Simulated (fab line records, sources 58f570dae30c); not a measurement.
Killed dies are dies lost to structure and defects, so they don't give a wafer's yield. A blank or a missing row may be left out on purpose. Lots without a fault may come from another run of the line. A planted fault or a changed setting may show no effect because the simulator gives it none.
fab line records | flow berkeley_cmos170
record lots=5 wafers=15 last_day=11
route steps=331 shown NVT@109 PVT@115 GATE@125 FIELD@126 PLDD@145
lots that met no fault: from a run of the same line without faults
start_h: hours from the record's first day to the start of the lot's first wafer shown | wait_h: hours since the lot's step before | " the same as in the row above | L1.1+2: a row that stands for several wafers | - no value, or no start given | * or withheld: withheld | < > ~ a bound
route shown NAME@n: a module of which the file shows steps, and the number in the route of the first | usual: mean/standard deviation of fault-free wafers | same: alike in all rows | chamber/n: place in a boat | sites: the reading at each site | _std_site: their standard deviation | _edge_site: outer sites' mean less inner sites' | radius_mm: how far each site lies from the wafer's centre | mask NAME#n: copy n | behind: the tool/chamber that last shaped the wafer | hold: why the lot was held/for how many hours/how that ended | device: the transistor (n, p or np) that didn't switch | end of line: the same wafers' tests at the end of the route | a step without rows: its recipe alone | killed: dies lost to structure and defects at the first sort, not the wafer's yield | map: a wafer's dies, x killed, . not, _ none there
set.NAME: the setting as run; set.NAME@STEP: as run at that earlier step | model.NAME: the simulator's own value behind a step, which no gauge read
lots at some steps of the route; a table a step, a row a wafer
services: from which hour (start_h, from the record's first day; less than 0 if before it) a tool's chamber was out of use, for how many hours, and why
## steps
# step UCB170_NVT_DEVELOP_05
# recipe developer=TMAH develop_time_s=45 resist=KrF dev_temp_c=21
# columns lot.wafer tool chamber start_h wait_h
L075.1+3+5 litho_track-03 0 - -
L082.2+3+6 litho_track-03 0 - -
L087.1+2+5 litho_track-02 0 - -
L088.1+4+5 litho_track-03 0 - -
L094.3+4+6 litho_track-02 0 - -
# step UCB170_NVT_OVL_MEAS_06
# usual NVT_OVL=-1/5.8
# columns lot.wafer tool chamber start_h wait_h NVT_OVL[nm]
L075.1 overlay-02 - 116.24 - 14
L075.3 " - " " 14
L075.5 " - " " 17
L082.2 overlay-02 - 148.78 - 5
L082.3 " - " " 4
L082.6 " - " " 6
L087.1 overlay-01 - 168.74 - -3
L087.2 " - " " -8
L087.5 " - " " -4
L088.1 overlay-02 - 190.72 - -6
L088.4 " - " " -5
L088.5 " - " " -9
L094.3 overlay-02 - 209.58 - -1
L094.4 " - " " -6
L094.6 " - " " 1
# step UCB170_NVT_IMPLANT_07
# recipe species=BF2 dose_cm2=3e+12 energy_kev=50 tilt_deg=7
# same implant_ion_amu=49
# columns lot.wafer tool chamber start_h wait_h
L075.1+3+5 implanter-02 0 116.28 0.0
L082.2+3+6 implanter-03 0 148.83 0.0
L087.1+2+5 implanter-02 0 168.78 0.0
L088.1+4+5 implanter-01 0 190.76 0.0
L094.3+4+6 implanter-03 0 209.65 0.1
# step UCB170_NVT_STRIP_08
# recipe chemistry=O2 power_w=400 pressure_mtorr=3500 platen_temp_c=withheld o2_flow_sccm=400 overash_fraction=0.5
# usual drypump_motor_current_A=5.7/0.44 oes_product_au=0.734/0.0044 strip_time_to_endpoint_s=21.62/0.058
# columns lot.wafer tool chamber start_h wait_h drypump_motor_current_A oes_product_au rf_hours_counter_h strip_time_to_endpoint_s
L075.1 plasma_asher-04 0 116.43 0.1 5.9 0.732 42 21.62
L075.3 " 1 " " 5.0 0.731 - 21.71
L075.5 " 0 " " 5.9 0.742 - 21.66
L082.2 plasma_asher-04 1 148.96 0.1 5.0 0.736 45 21.58
L082.3 " 1 " " 5.0 0.734 - 21.59
L082.6 " 0 " " 5.9 0.728 - 21.61
L087.1 plasma_asher-04 1 168.93 0.1 5.0 0.731 47 21.68
L087.2 " 0 " " 5.9 0.727 47 21.67
L087.5 " 0 " " 5.9 0.729 - 21.63
L088.1 plasma_asher-01 0 190.91 0.1 5.9 0.733 8 21.52
L088.4 " 0 " " 5.9 0.736 - 21.55
L088.5 " 0 " " 5.9 0.737 - 21.57
L094.3 plasma_asher-01 0 209.79 0.1 5.9 0.733 - 21.56
L094.4 " 1 " " 6.5 0.732 - 21.61
L094.6 " 1 " " 6.5 0.733 - 21.61
# step UCB170_NVT_TW_MEAS_09
# usual NVT_TW=519/3.5
# columns lot.wafer tool chamber start_h wait_h NVT_TW
L075.1 film_metro-03 - 116.53 0.1 518
L075.3 " - " " 520
L075.5 " - " " 516
L082.2 film_metro-03 - 149.07 0.1 519
L082.3 " - " " 517
L082.6 " - " " 517
L087.1 film_metro-02 - 169.03 0.1 521
L087.2 " - " " 520
L087.5 " - " " 523
L088.1 film_metro-02 - 191.01 0.1 524
L088.4 " - " " 525
L088.5 " - " " 521
L094.3 film_metro-03 - 209.87 0.1 521
L094.4 " - " " 520
L094.6 " - " " 520
# step UCB170_NVT_CLEAN_10
# recipe chemistry=SPM temp_c=120 time_s=600
# usual bath_guard_temp_C=120.3/0.44
# columns lot.wafer tool chamber start_h wait_h bath_guard_temp_C
L075.1 wet_bench-01 1 116.59 0.1 120.8
L075.3 " 1 " " 121.1
L075.5 " 1 " " 120.9
L082.2 wet_bench-01 3 149.12 0.0 120.3
L082.3 " 3 " " 120.2
L082.6 " 3 " " 120.1
L087.1 wet_bench-01 0 169.12 0.1 120.4
L087.2 " 0 " " 119.7
L087.5 " 0 " " 120.2
L088.1 wet_bench-03 2 191.07 0.1 119.7
L088.4 " 2 " " 119.9
L088.5 " 2 " " 119.9
L094.3 wet_bench-03 2 211.47 1.6 120.1
L094.4 " 2 " " 119.9
L094.6 " 2 " " 119.7
# step UCB170_PVT_HMDS_00
# recipe prime_time_s=60 prime_temp_c=100
# columns lot.wafer tool chamber start_h wait_h
L075.1+3+5 litho_track-04 0 116.76 0.0
L082.2+3+6 litho_track-04 0 149.36 0.1
L087.1+2+5 litho_track-01 0 169.84 0.5
L088.1+4+5 litho_track-01 0 191.45 0.2
L094.3+4+6 litho_track-01 0 211.84 0.2
# step UCB170_PVT_COAT_01
# recipe resist=KrF spin_rpm=1500 resist_thk_nm=900
# usual dispense_pressure_kPa=51/4.2 spin_speed_rpm=1500.0/1.2
# columns lot.wafer tool chamber start_h wait_h dispense_pressure_kPa spin_speed_rpm
L075.1 litho_track-04 0 116.91 0.1 47 1495.3
L075.3 " 0 " " 47 1498.8
L075.5 " 0 " " 47 1499.3
L082.2 litho_track-04 0 149.51 0.1 47 1502.6
L082.3 " 0 " " 47 1501.7
L082.6 " 0 " " 47 1500.2
L087.1 litho_track-01 0 169.99 0.1 50 1499.5
L087.2 " 0 " " 50 1499.3
L087.5 " 0 " " 50 1499.4
L088.1 litho_track-01 0 191.60 0.1 50 1499.3
L088.4 " 0 " " 50 1499.1
L088.5 " 0 " " 50 1498.3
L094.3 litho_track-01 0 211.99 0.1 50 1501.0
L094.4 " 0 " " 50 1502.3
L094.6 " 0 " " 50 1501.0
# step UCB170_PVT_SOFTBAKE_02
# recipe resist=KrF temp_c=130 time_s=60
# columns lot.wafer tool chamber start_h wait_h
L075.1+3+5 litho_track-04 0 117.06 0.1
L082.2+3+6 litho_track-04 0 149.66 0.1
L087.1+2+5 litho_track-01 0 170.14 0.1
L088.1+4+5 litho_track-01 0 191.75 0.1
L094.3+4+6 litho_track-01 0 212.14 0.1
# step UCB170_PVT_EXPOSE_03
# recipe mask_id=NWELL target_cd_nm=3000 na=0.5 sigma_outer=0.6 source_shape=conventional dose_mj=30
# columns lot.wafer tool chamber start_h wait_h mask
L075.1+3+5 krf_scanner-02 0 117.21 0.1 NWELL#0
L082.2+3+6 krf_scanner-01 0 149.80 0.1 NWELL#0
L087.1+2+5 krf_scanner-01 0 170.29 0.1 NWELL#0
L088.1+4+5 krf_scanner-02 0 192.03 0.3 NWELL#0
L094.3+4+6 krf_scanner-01 0 212.28 0.1 NWELL#0
# step UCB170_PVT_PEB_04
# recipe peb_temp_c=130 peb_time_s=withheld resist=KrF
# columns lot.wafer tool chamber start_h wait_h
L075.1+3+5 litho_track-01 0 117.33 0.1
L082.2+3+6 litho_track-01 0 149.92 0.1
L087.1+2+5 litho_track-04 0 171.03 0.7
L088.1+4+5 litho_track-04 0 193.05 1.0
L094.3+4+6 litho_track-02 0 212.41 0.1
# step UCB170_PVT_DEVELOP_05
# recipe developer=TMAH develop_time_s=45 resist=KrF dev_temp_c=21
# columns lot.wafer tool chamber start_h wait_h
L075.1+3+5 litho_track-01 0 - -
L082.2+3+6 litho_track-01 0 - -
L087.1+2+5 litho_track-04 0 - -
L088.1+4+5 litho_track-04 0 - -
L094.3+4+6 litho_track-02 0 - -
# step UCB170_PVT_OVL_MEAS_06
# usual PVT_OVL=-2/5.7
# columns lot.wafer tool chamber start_h wait_h PVT_OVL[nm]
L075.1 overlay-02 - 117.61 - -8
L075.3 " - " " 5
L075.5 " - " " 1
L082.2 overlay-02 - 150.18 - 7
L082.3 " - " " 0
L082.6 " - " " -1
L087.1 overlay-02 - 171.31 - 4
L087.2 " - " " -11
L087.5 " - " " -8
L088.1 overlay-01 - 193.33 - 11
L088.4 " - " " -4
L088.5 " - " " 6
L094.3 overlay-01 - 212.65 - -2
L094.4 " - " " -3
L094.6 " - " " -1
# step UCB170_PVT_IMPLANT_07
# recipe species=P dose_cm2=2e+12 energy_kev=30 tilt_deg=7
# same implant_ion_amu=31
# columns lot.wafer tool chamber start_h wait_h
L075.1+3+5 implanter-03 0 117.64 0.0
L082.2+3+6 implanter-04 0 150.23 0.0
L087.1+2+5 implanter-02 0 171.35 0.0
L088.1+4+5 implanter-04 0 193.36 0.0
L094.3+4+6 implanter-02 0 212.72 0.1
# step UCB170_PVT_STRIP_08
# recipe chemistry=O2 power_w=400 pressure_mtorr=3500 platen_temp_c=withheld o2_flow_sccm=400 overash_fraction=0.5
# usual drypump_motor_current_A=5.8/0.48 oes_product_au=0.734/0.0046 strip_time_to_endpoint_s=21.63/0.06
# columns lot.wafer tool chamber start_h wait_h drypump_motor_current_A oes_product_au rf_hours_counter_h strip_time_to_endpoint_s
L075.1 plasma_asher-01 0 117.79 0.1 5.9 0.738 0 21.67
L075.3 " 1 " " 6.5 0.730 - 21.64
L075.5 " 1 " " 6.5 0.735 - 21.71
L082.2 plasma_asher-04 0 150.36 0.1 5.9 0.738 45 21.66
L082.3 " 0 " " 6.0 0.736 - 21.62
L082.6 " 1 " " 5.0 0.740 - 21.61
L087.1 plasma_asher-01 0 171.50 0.1 5.9 0.735 6 21.72
L087.2 " 1 " " 6.5 0.733 6 21.60
L087.5 " 1 " " 6.5 0.740 - 21.70
L088.1 plasma_asher-02 0 193.51 0.1 5.8 0.737 50 21.75
L088.4 " 0 " " 5.8 0.741 - 21.80
L088.5 " 1 " " 5.3 0.741 - 21.80
L094.3 plasma_asher-01 0 212.85 0.1 5.9 0.732 - 21.49
L094.4 " 1 " " 6.5 0.734 - 21.56
L094.6 " 0 " " 5.9 0.734 - 21.48
# step UCB170_PVT_TW_MEAS_09
# usual PVT_TW=505/5.3
# columns lot.wafer tool chamber start_h wait_h PVT_TW
L075.1 film_metro-03 - 117.89 0.1 497
L075.3 " - " " 502
L075.5 " - " " 499
L082.2 film_metro-03 - 150.47 0.1 498
L082.3 " - " " 504
L082.6 " - " " 502
L087.1 film_metro-03 - 171.60 0.1 501
L087.2 " - " " 502
L087.5 " - " " 503
L088.1 film_metro-03 - 193.61 0.1 505
L088.4 " - " " 507
L088.5 " - " " 504
L094.3 film_metro-03 - 212.94 0.1 504
L094.4 " - " " 504
L094.6 " - " " 506
# step UCB170_GATE_WET_ETCH_00
# recipe chemistry=dHF dilution=25:1 target=SiO2 temp_c=25 time_s=200
# columns lot.wafer tool chamber start_h wait_h
L075.1+3+5 wet_bench-02 1 117.95 0.1
L082.2+3+6 wet_bench-01 1 150.57 0.1
L087.1+2+5 wet_bench-02 2 171.86 0.3
L088.1+4+5 wet_bench-02 3 193.67 0.1
L094.3+4+6 wet_bench-03 1 212.98 0.0
# step UCB170_FIELD_THK_MEAS_91
# recipe reads=SiO2_of_FIELD_OXIDATION_01
# usual FIELD_OXIDE_LEFT_2_THK=353/8.4
# columns lot.wafer tool chamber start_h wait_h FIELD_OXIDE_LEFT_2_THK[nm]
L075.1 film_metro-04 - 118.02 0.0 357
L075.3 " - " " 347
L075.5 " - " " 345
L082.2 film_metro-04 - 150.64 0.0 350
L082.3 " - " " 352
L082.6 " - " " 347
L087.1 film_metro-04 - 171.94 0.0 351
L087.2 " - " " 355
L087.5 " - " " 358
L088.1 film_metro-02 - 193.74 0.0 343
L088.4 " - " " 348
L088.5 " - " " 357
L094.3 film_metro-04 - 213.07 0.0 352
L094.4 " - " " 354
L094.6 " - " " 354
# step UCB170_GATE_OXIDATION_01
# recipe temp_c=850 ambient=O2 target_thk_a=66 ox_time_s=1800
# usual spike_tc_source_C=873/3.4
# columns lot.wafer tool chamber start_h wait_h spike_tc_source_C
L075.1 furnace-04 0 122.38 4.4 870
L075.3 " 0 " " 867
L075.5 " 0 " " 869
L082.2 furnace-02 0 152.96 2.3 874
L082.3 " 0 " " 871
L082.6 " 0 " " 872
L087.1 furnace-04 0 174.12 2.2 868
L087.2 " 0 " " 868
L087.5 " 0 " " 870
L088.1 furnace-02 0 193.99 0.2 871
L088.4 " 0 " " 873
L088.5 " 0 " " 872
L094.3 furnace-03 0 218.36 5.3 879
L094.4 " 0 " " 878
L094.6 " 0 " " 877
# step UCB170_GATE_THK_MEAS_02
# recipe reads=SiO2_of_GATE_OXIDATION_01
# usual GATE_OXIDE_THK=6.62/0.12
# columns lot.wafer tool chamber start_h wait_h GATE_OXIDE_THK[nm]
L075.1 film_metro-01 - 123.88 0.0 6.81
L075.3 " - " " 6.66
L075.5 " - " " 6.65
L082.2 film_metro-03 - 154.47 0.0 6.61
L082.3 " - " " 6.70
L082.6 " - " " 6.60
L087.1 film_metro-03 - 175.62 0.0 6.59
L087.2 " - " " 6.60
L087.5 " - " " 6.67
L088.1 film_metro-01 - 195.49 0.0 6.72
L088.4 " - " " 6.54
L088.5 " - " " 6.58
L094.3 film_metro-03 - 219.88 0.0 6.34
L094.4 " - " " 6.33
L094.6 " - " " 6.41
# step UCB170_GATE_ANNEAL_03
# recipe temp_c=900 time_s=1800 ambient=N2
# usual spike_tc_source_C=923/3.7
# columns lot.wafer tool chamber start_h wait_h spike_tc_source_C
L075.1 furnace-02 0 126.26 2.4 924
L075.3 " 0 " " 922
L075.5 " 0 " " 923
L082.2 furnace-04 0 156.00 1.5 918
L082.3 " 0 " " 918
L082.6 " 0 " " 919
L087.1 furnace-04 0 178.22 2.6 919
L087.2 " 0 " " 919
L087.5 " 0 " " 920
L088.1 furnace-04 0 195.71 0.2 918
L088.4 " 0 " " 918
L088.5 " 0 " " 918
L094.3 furnace-02 0 222.82 2.9 925
L094.4 " 0 " " 923
L094.6 " 0 " " 924
# step UCB170_GATE_CVD_04
# recipe material=poly-Si temp_c=610 precursor=SiH4 time_s=1440 pressure_mtorr=375 target_thk_nm=214 sih4_flow_sccm=120
# usual spike_tc_source_C=630/5.2 susceptor_temp_C=610.05/0.28
# columns lot.wafer tool chamber start_h wait_h spike_tc_source_C susceptor_temp_C
L075.1 lpcvd-02 1 128.24 0.5 628 609.65
L075.3 " 1 " " 630 609.41
L075.5 " 1 " " 630 609.66
L082.2 lpcvd-01 0 157.63 0.1 639 610.08
L082.3 " 0 " " 638 610.19
L082.6 " 0 " " 637 610.36
L087.1 lpcvd-01 1 179.72 0.0 625 610.15
L087.2 " 1 " " 625 609.59
L087.5 " 1 " " 624 610.06
L088.1 lpcvd-01 0 197.21 0.0 638 609.94
L088.4 " 0 " " 638 609.81
L088.5 " 0 " " 638 610.14
L094.3 lpcvd-02 1 224.74 0.4 629 609.85
L094.4 " 1 " " 629 609.75
L094.6 " 1 " " 629 610.00
# step UCB170_GATE_THK_MEAS_05
# recipe reads=poly-Si_of_GATE_CVD_04
# usual GATE_POLY_THK=214.8/2.1
# columns lot.wafer tool chamber start_h wait_h GATE_POLY_THK[nm]
L075.1 film_metro-03 - 129.64 0.0 215.5
L075.3 " - " " 215.8
L075.5 " - " " 213.6
L082.2 film_metro-01 - 159.04 0.0 217.1
L082.3 " - " " 217.6
L082.6 " - " " 216.2
L087.1 film_metro-04 - 181.82 0.0 213.2
L087.2 " - " " 212.4
L087.5 " - " " 213.5
L088.1 film_metro-01 - 198.61 0.0 214.8
L088.4 " - " " 214.7
L088.5 " - " " 214.7
L094.3 film_metro-03 - 226.16 0.0 215.7
L094.4 " - " " 216.6
L094.6 " - " " 216.9
# step UCB170_GATE_COAT_06
# recipe resist=BARC temp_c=withheld time_s=withheld spin_rpm=3000 resist_thk_nm=withheld
# usual dispense_pressure_kPa=48.2/1.6 spin_speed_rpm=2999.7/2
# columns lot.wafer tool chamber start_h wait_h dispense_pressure_kPa spin_speed_rpm
L075.1 litho_track-03 0 129.70 0.1 47.0 3000.0
L075.3 " 0 " " 47.0 2999.2
L075.5 " 0 " " 47.0 2999.0
L082.2 litho_track-04 0 160.09 1.0 46.8 2998.4
L082.3 " 0 " " 46.8 2997.1
L082.6 " 0 " " 46.8 3003.0
L087.1 litho_track-04 0 181.88 0.1 46.8 3000.9
L087.2 " 0 " " 46.8 2999.2
L087.5 " 0 " " 46.8 3000.6
L088.1 litho_track-04 0 198.67 0.1 46.8 3003.3
L088.4 " 0 " " 46.8 3001.1
L088.5 " 0 " " 46.8 3004.0
L094.3 litho_track-04 0 226.25 0.1 46.8 2999.2
L094.4 " 0 " " 46.8 3000.1
L094.6 " 0 " " 46.8 2993.4
# step UCB170_GATE_COAT_07
# recipe resist=KrF spin_rpm=1500 resist_thk_nm=900
# usual dispense_pressure_kPa=48.2/1.6 spin_speed_rpm=1500.1/1.1
# columns lot.wafer tool chamber start_h wait_h dispense_pressure_kPa spin_speed_rpm
L075.1 litho_track-03 0 - - 46.9 1501.4
L075.3 " 0 " " 47.0 1500.1
L075.5 " 0 " " 47.0 1499.7
L082.2 litho_track-04 0 - - 46.9 1498.8
L082.3 " 0 " " 46.8 1502.9
L082.6 " 0 " " 46.8 1499.0
L087.1 litho_track-04 0 - - 46.9 1498.6
L087.2 " 0 " " 46.9 1499.4
L087.5 " 0 " " 46.9 1501.7
L088.1 litho_track-04 0 - - 46.9 1501.5
L088.4 " 0 " " 46.9 1499.4
L088.5 " 0 " " 46.9 1501.1
L094.3 litho_track-04 0 - - 46.8 1500.8
L094.4 " 0 " " 46.8 1501.8
L094.6 " 0 " " 46.8 1500.9
# step UCB170_GATE_SOFTBAKE_08
# recipe resist=KrF temp_c=130 time_s=60
# columns lot.wafer tool chamber start_h wait_h
L075.1+3+5 litho_track-03 0 - -
L082.2+3+6 litho_track-04 0 - -
L087.1+2+5 litho_track-04 0 - -
L088.1+4+5 litho_track-04 0 - -
L094.3+4+6 litho_track-04 0 - -
# step UCB170_GATE_EXPOSE_09
# recipe mask_id=POLY target_cd_nm=350 na=0.5 sigma_outer=0.6 source_shape=conventional dose_mj=21
# columns lot.wafer tool chamber start_h wait_h mask
L075.1+3+5 krf_scanner-02 0 130.15 - POLY#0
L082.2+3+6 krf_scanner-01 0 160.54 - POLY#0
L087.1+2+5 krf_scanner-02 0 182.33 - POLY#0
L088.1+4+5 krf_scanner-02 0 199.35 - POLY#0
L094.3+4+6 krf_scanner-01 0 226.69 - POLY#0
# step UCB170_GATE_PEB_10
# recipe peb_temp_c=130 peb_time_s=withheld resist=KrF
# columns lot.wafer tool chamber start_h wait_h
L075.1+3+5 litho_track-04 0 130.27 0.1
L082.2+3+6 litho_track-04 0 161.09 0.5
L087.1+2+5 litho_track-01 0 182.45 0.1
L088.1+4+5 litho_track-03 0 199.46 0.1
L094.3+4+6 litho_track-04 0 226.82 0.1
# step UCB170_GATE_DEVELOP_11
# recipe developer=TMAH develop_time_s=45 resist=KrF dev_temp_c=21
# columns lot.wafer tool chamber start_h wait_h
L075.1+3+5 litho_track-04 0 - -
L082.2+3+6 litho_track-04 0 - -
L087.1+2+5 litho_track-01 0 - -
L088.1+4+5 litho_track-03 0 - -
L094.3+4+6 litho_track-04 0 - -
# step UCB170_GATE_CD_MEAS_12
# recipe target_cd_nm=350
# usual cd_nm=349.7/1.6
# columns lot.wafer tool chamber start_h wait_h cd_nm
L075.1 cd_sem-02 - 130.55 - 350.2
L075.3 " - " " 350.5
L075.5 " - " " 349.8
L082.2 cd_sem-02 - 161.41 - 349.6
L082.3 " - " " 349.9
L082.6 " - " " 350.2
L087.1 cd_sem-02 - 182.72 - 349.0
L087.2 " - " " 349.0
L087.5 " - " " 350.0
L088.1 cd_sem-02 - 199.74 - 350.3
L088.4 " - " " 351.0
L088.5 " - " " 349.0
L094.3 cd_sem-02 - 227.08 - 350.1
L094.4 " - " " 350.7
L094.6 " - " " 350.4
# step UCB170_GATE_OVL_MEAS_13
# usual GATE_OVL=-3/5.3
# columns lot.wafer tool chamber start_h wait_h GATE_OVL[nm]
L075.1 overlay-02 - 130.67 0.1 1
L075.3 " - " " -2
L075.5 " - " " -2
L082.2 overlay-02 - 161.52 0.1 -5
L082.3 " - " " 2
L082.6 " - " " 2
L087.1 overlay-02 - 182.84 0.1 -5
L087.2 " - " " -6
L087.5 " - " " -1
L088.1 overlay-01 - 199.86 0.1 -6
L088.4 " - " " -5
L088.5 " - " " -4
L094.3 overlay-02 - 227.17 0.1 -1
L094.4 " - " " -4
L094.6 " - " " 13
# step UCB170_GATE_ETCH_14
# recipe chemistry=N2/H2 target_depth_a=withheld overetch_a=withheld target=BARC time_s=withheld source_w=500 bias_w=100 pressure_mtorr=30 n2_flow_sccm=100 h2_flow_sccm=200
# usual drypump_motor_current_A=5.7/0.41 oes_product_au=1.004/0.014 throttle_valve_pct=13.32/0.21
# columns lot.wafer tool chamber start_h wait_h drypump_motor_current_A oes_product_au throttle_valve_pct
L075.1 rie_diel-01 1 130.70 0.0 5.9 1.002 13.05
L075.3 " 0 " " 5.3 0.996 13.31
L075.5 " 1 " " 5.9 1.012 13.05
L082.2 rie_diel-02 0 161.55 0.0 5.1 1.021 13.51
L082.3 " 2 " " 6.2 1.015 13.52
L082.6 " 3 " " 5.9 1.009 13.66
L087.1 rie_diel-01 2 182.88 0.0 6.3 1.007 12.94
L087.2 " 0 " " 5.3 0.994 13.33
L087.5 " 1 " " 5.9 1.008 13.04
L088.1 rie_diel-02 1 199.89 0.0 6.0 0.986 13.41
L088.4 " 2 " " 6.2 1.017 13.52
L088.5 " 2 " " 6.2 1.011 13.50
L094.3 rie_diel-02 1 227.20 0.0 6.1 0.994 13.40
L094.4 " 0 " " 5.1 1.031 13.51
L094.6 " 2 " " 6.2 1.009 13.52
# step UCB170_GATE_ETCH_15
# recipe chemistry=HBr/Cl2 target=poly-Si stop_on=SiO2 over_etch_frac=0.3 icp_w=300 bias_w=150 time_s=56.3 pressure_mtorr=15 HBr_flow_sccm=150 Cl2_flow_sccm=50 target_depth_a=2782
# usual drypump_motor_current_A=5.6/0.57 he_backside_leak_sccm=2.8/0.36 oes_product_au=0.830/0.017 throttle_valve_pct=26.55/0.12
# columns lot.wafer tool chamber start_h wait_h drypump_motor_current_A he_backside_leak_sccm oes_product_au rf_hours_counter_h throttle_valve_pct
L075.1 rie_si-01 2 130.75 - 4.8 2.8 0.828 1 26.63
L075.3 " 0 " " 5.0 2.9 0.824 25 26.42
L075.5 " 1 " " 5.1 2.5 0.808 - 26.44
L082.2 rie_si-02 2 161.59 - 5.6 3.0 0.864 23 26.74
L082.3 " 0 " " 5.7 2.5 0.853 49 26.43
L082.6 " 2 " " 5.6 3.1 0.867 - 26.71
L087.1 rie_si-02 1 182.92 - 5.9 2.9 0.818 0 26.46
L087.2 " 2 " " 5.6 3.1 0.851 23 26.73
L087.5 " 1 " " 5.9 3.1 0.825 - 26.48
L088.1 rie_si-01 2 199.93 - 4.9 2.9 0.815 1 26.65
L088.4 " 3 " " 6.3 3.6 0.829 83 26.67
L088.5 " 0 " " 5.0 2.9 0.818 - 26.41
L094.3 rie_si-02 1 227.24 - 5.9 3.2 0.829 0 26.48
L094.4 " 3 " " 6.5 2.8 0.841 60 26.64
L094.6 " 3 " " 6.5 2.8 0.835 - 26.66
# step UCB170_GATE_STRIP_16
# recipe chemistry=O2 power_w=400 pressure_mtorr=3500 platen_temp_c=withheld o2_flow_sccm=400 overash_fraction=0.5
# usual drypump_motor_current_A=5.53/0.29 oes_product_au=0.724/0.0044
# columns lot.wafer tool chamber start_h wait_h drypump_motor_current_A oes_product_au rf_hours_counter_h
L075.1 plasma_asher-04 1 130.79 0.0 4.97 0.721 43
L075.3 " 0 " " 5.91 0.721 -
L075.5 " 0 " " 5.89 0.721 -
L082.2 plasma_asher-02 0 161.64 0.0 5.77 0.720 46
L082.3 " 0 " " 5.79 0.714 -
L082.6 " 0 " " 5.80 0.724 -
L087.1 plasma_asher-04 1 182.97 0.0 4.97 0.725 49
L087.2 " 0 " " 5.95 0.717 49
L087.5 " 0 " " 5.92 0.723 -
L088.1 plasma_asher-04 1 199.98 0.0 4.98 0.722 51
L088.4 " 1 " " 4.98 0.724 -
L088.5 " 1 " " 4.98 0.720 -
L094.3 plasma_asher-03 1 227.32 0.1 5.55 0.727 -
L094.4 " 0 " " 5.61 0.718 -
L094.6 " 1 " " 5.55 0.721 -
# step UCB170_GATE_CD_MEAS_90
# recipe target_cd_nm=350
# usual cd_nm=349.8/1.6
# columns lot.wafer tool chamber start_h wait_h cd_nm
L075.1 cd_sem-01 - 130.89 0.1 350.4
L075.3 " - " " 350.4
L075.5 " - " " 349.7
L082.2 cd_sem-01 - 161.76 0.1 349.3
L082.3 " - " " 349.3
L082.6 " - " " 350.8
L087.1 cd_sem-01 - 183.07 0.1 348.9
L087.2 " - " " 348.4
L087.5 " - " " 349.1
L088.1 cd_sem-02 - 200.09 0.1 350.7
L088.4 " - " " 351.7
L088.5 " - " " 349.3
L094.3 cd_sem-01 - 227.43 0.1 349.7
L094.4 " - " " 350.4
L094.6 " - " " 350.0
# step UCB170_GATE_CLEAN_17
# recipe chemistry=SPM temp_c=120 time_s=600
# usual bath_guard_temp_C=120.1/0.54
# columns lot.wafer tool chamber start_h wait_h bath_guard_temp_C
L075.1 wet_bench-02 0 131.01 0.1 119.5
L075.3 " 0 " " 120.0
L075.5 " 0 " " 120.0
L082.2 wet_bench-02 0 161.96 0.2 119.5
L082.3 " 0 " " 120.2
L082.6 " 0 " " 119.8
L087.1 wet_bench-02 2 183.21 0.1 120.9
L087.2 " 2 " " 120.9
L087.5 " 2 " " 120.6
L088.1 wet_bench-03 3 201.60 1.5 120.9
L088.4 " 3 " " 120.0
L088.5 " 3 " " 120.3
L094.3 wet_bench-02 2 227.68 0.2 120.2
L094.4 " 2 " " 120.9
L094.6 " 2 " " 120.6
# step UCB170_PLDD_HMDS_00
# recipe prime_time_s=60 prime_temp_c=100
# columns lot.wafer tool chamber start_h wait_h
L075.1+3+5 litho_track-03 0 131.23 0.0
L082.2+3+6 litho_track-03 0 162.18 0.0
L087.1+2+5 litho_track-02 0 183.41 0.0
L088.1+4+5 litho_track-03 0 201.86 0.1
L094.3+4+6 litho_track-02 0 227.90 0.1
# step UCB170_PLDD_COAT_01
# recipe resist=KrF spin_rpm=1500 resist_thk_nm=900
# usual dispense_pressure_kPa=52/4.2 spin_speed_rpm=1500.2/0.91
# columns lot.wafer tool chamber start_h wait_h dispense_pressure_kPa spin_speed_rpm
L075.1 litho_track-03 0 131.38 0.1 47 1498.8
L075.3 " 0 " " 47 1500.2
L075.5 " 0 " " 47 1498.0
L082.2 litho_track-03 0 162.33 0.1 47 1500.0
L082.3 " 0 " " 47 1499.5
L082.6 " 0 " " 47 1500.4
L087.1 litho_track-02 0 183.56 0.1 57 1499.1
L087.2 " 0 " " 57 1500.7
L087.5 " 0 " " 57 1500.2
L088.1 litho_track-03 0 202.01 0.1 47 1499.6
L088.4 " 0 " " 47 1499.9
L088.5 " 0 " " 47 1501.5
L094.3 litho_track-02 0 228.05 0.1 57 1499.9
L094.4 " 0 " " 57 1500.4
L094.6 " 0 " " 57 1500.0
# step UCB170_PLDD_SOFTBAKE_02
# recipe resist=KrF temp_c=130 time_s=60
# columns lot.wafer tool chamber start_h wait_h
L075.1+3+5 litho_track-03 0 131.53 0.1
L082.2+3+6 litho_track-03 0 162.48 0.1
L087.1+2+5 litho_track-02 0 183.71 0.1
L088.1+4+5 litho_track-03 0 202.16 0.1
L094.3+4+6 litho_track-02 0 228.20 0.1
# step UCB170_PLDD_EXPOSE_03
# recipe mask_id=PSELECT na=0.5 sigma_outer=0.6 source_shape=conventional target_cd_nm=1200 dose_mj=30
# columns lot.wafer tool chamber start_h wait_h mask
L075.1+3+5 krf_scanner-01 0 131.81 0.2 PSELECT#0
L082.2+3+6 krf_scanner-02 0 162.62 0.1 PSELECT#0
L087.1+2+5 krf_scanner-02 0 183.86 0.1 PSELECT#0
L088.1+4+5 krf_scanner-01 0 202.43 0.2 PSELECT#0
L094.3+4+6 krf_scanner-02 0 228.46 0.2 PSELECT#0
# step UCB170_PLDD_PEB_04
# recipe peb_temp_c=130 peb_time_s=withheld resist=KrF
# columns lot.wafer tool chamber start_h wait_h
L075.1+3+5 litho_track-01 0 132.52 0.7
L082.2+3+6 litho_track-03 0 162.74 0.1
L087.1+2+5 litho_track-03 0 184.03 0.2
L088.1+4+5 litho_track-01 0 202.55 0.1
L094.3+4+6 litho_track-01 0 228.59 0.1
## services
# columns tool chamber start_h hours kind
lpcvd-01 - 93.00 2.3 repair
implanter-04 - 94.03 46.9 pm
rie_diel-02 2 98.51 6.9 repair
plasma_asher-02 - 103.51 0.3 repair
plasma_asher-01 - 108.75 9.0 pm
implanter-03 - 109.01 3.1 pm
furnace-02 - 111.99 2.4 pm
krf_scanner-01 - 129.21 1.0 pm
krf_scanner-01 - 130.21 0.8 pm
krf_scanner-02 - 131.08 7.2 pm
lpcvd-01 - 132.55 0.8 repair
krf_scanner-02 - 138.28 1.0 pm
krf_scanner-01 - 140.03 1.3 pm
implanter-02 - 153.00 1.8 repair
furnace-04 - 160.19 4.8 pm
krf_scanner-01 - 162.12 6.0 pm
plasma_asher-04 - 176.20 0.8 repair
implanter-02 - 180.21 3.1 repair
krf_scanner-01 - 182.18 3.6 pm
rie_diel-02 3 184.35 3.8 repair
krf_scanner-01 - 191.02 2.2 repair
lpcvd-01 - 193.85 0.8 repair
krf_scanner-01 - 195.79 4.0 pm
rie_diel-02 3 210.18 4.5 repair
## key
fault none
